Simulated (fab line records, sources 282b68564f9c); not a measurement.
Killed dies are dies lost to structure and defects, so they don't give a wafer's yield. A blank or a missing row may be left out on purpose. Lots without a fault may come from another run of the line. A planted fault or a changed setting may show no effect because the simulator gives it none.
Problem report in the 8D (eight disciplines) form, filled by code | flow rit_cmos | the parts of the form that need people (team, actions taken, sign-off) are left out

1. THE PROBLEM
tube_center_temp_C at RIT_FOX2_OXIDATION_00 reads a mean of 1114 C on 6 wafers of 2 lots; wafers without a fault read 1100 C with a standard deviation of 0.11. That is +99 or more standard deviations from the usual mean.
The step: target thk 350.7 nm, ox time 1130 s.
First seen on wafer L885.1, day 3 07:20, on furnace-01. The record holds 30 wafers of 10 lots with a number at this step. Rule for "out", or "out of limits": more than 4 standard deviations from the usual mean. The other wafers with a number count as sound.

2. WHAT IT IS AND WHAT IT IS NOT
question                    | is                                                                               | is not
which readings at this step | tube_center_temp_C, spike_tc_centre_C, spike_tc_source_C, tube_center_temp_C_max | zone_power_centre_pct, zone_power_load_pct
which lots                  | L885, L889                                                                       | L878, L879, L880, L891, L898, L899, L900, L901
which wafers of those lots  | all that have a number                                                           | -
read on which tools         | furnace-01                                                                       | furnace-03, furnace-04
when                        | from day 3 07:20                                                                 | up to then (9 sound wafers); but 15 sound wafers of L891, L898, L899, L900, L901 came after

3. SUSPECTS, AND WHAT RULES EACH OUT
Counting: a tool at a process step up to the reading stays a suspect if it ran every lot that is out and no sound lot after the first of them.
- furnace-01 at RIT_FOX2_OXIDATION_00 (target thk 350.7 nm, ox time 1130 s): ruled out as a lasting fault. Sound lots L900, L901 ran on it after its first lot that is out, L885 (day 3 07:20).
Left after counting: nothing in the record.

4. THE CAUSE (what the simulator had put in)
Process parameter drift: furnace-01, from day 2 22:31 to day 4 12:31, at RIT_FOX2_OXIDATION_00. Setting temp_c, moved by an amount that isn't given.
Counting ruled it out, wrongly.

5. THE CHAIN OF EFFECTS, in route order
Each row: a reading whose mean over the struck wafers that have a number lies more than 3 standard deviations from the usual. Only readings for which the record gives a usual standard deviation are gone through. hours: the time from each lot's start at the first step in this table that gives one to its start at this step, as a median over the lots. sigmas: the change in usual standard deviations.
hours | step                  | reading                | usual    | on struck wafers | change | sigmas
0     | RIT_FOX2_OXIDATION_00 | spike_tc_centre_C      | 1101.8 C | 1115.8           | +14.0  | +12
0     | RIT_FOX2_OXIDATION_00 | spike_tc_load_C        | 1123 C   | 1140             | +17    | +4.2
0     | RIT_FOX2_OXIDATION_00 | spike_tc_source_C      | 1124 C   | 1141             | +17    | +4.7
0     | RIT_FOX2_OXIDATION_00 | tube_center_temp_C     | 1100 C   | 1114             | +14    | +99 or more
0     | RIT_FOX2_OXIDATION_00 | tube_center_temp_C_max | 1102.9   | 1116.8           | +13.9  | +28
The process steps in it:
- RIT_FOX2_OXIDATION_00: target thk 350.7 nm, ox time 1130 s.

6. WHAT WOULD HAVE CAUGHT IT SOONER
In this record the first reading out of limits was taken at day 3 07:20, 9 hours after the fault began at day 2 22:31.
